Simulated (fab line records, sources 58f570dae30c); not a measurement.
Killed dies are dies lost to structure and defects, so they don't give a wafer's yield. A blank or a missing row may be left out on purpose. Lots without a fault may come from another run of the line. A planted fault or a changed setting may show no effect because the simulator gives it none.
Chamber matching | flow berkeley_cmos170 | UCB170_M2_ETCH_17 on rie_diel-01: 4 sister chambers
The step etches BARC in N2/H2. 4 wafers are shown with their chamber, then 7 later ones without.

WAFERS WITH THEIR CHAMBER
wafer  | chamber | drypump_motor_current_A (A)
L900.3 | 2       | 5.8
L900.4 | 3       | 5.1
L903.2 | 1       | 5.6
L903.3 | 0       | 5.8

WAFERS WITHOUT THEIR CHAMBER
wafer  | drypump_motor_current_A (A)
L903.5 | 5.1
L908.2 | 5.1
L908.3 | 5.8
L908.6 | 5.7
L913.1 | 5.1
L913.2 | 5.7
L913.3 | 5.8

WHICH CHAMBER EACH WENT THROUGH
wafer  | from the rows above          | in truth
L903.5 | 3                            | 3
L908.2 | 3                            | 3
L908.3 | can't be placed: 0 or 2      | 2
L908.6 | can't be placed: 0 or 2 or 1 | 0
L913.1 | 3                            | 3
L913.2 | can't be placed: 0 or 2 or 1 | 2
L913.3 | can't be placed: 0 or 2      | 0
Placed correctly: 3 of 7. Can't be placed from these rows: 4 (the true chamber is among the candidates in 4). Placed wrongly: 0.
How it was worked out, from the rows above alone: a wafer's distance from a chamber is the root of the sum, over the readings, of the square of ((its reading less the chamber's mean) divided by the reading's scatter). The wafer belongs to the nearest chamber; if the next one is less than 2 further off, it can't be placed. A chamber's mean is the mean of its shown wafers. The scatter: with one shown wafer a chamber, the root of the mean of the squares of how far each hidden wafer lies from its nearest shown one.
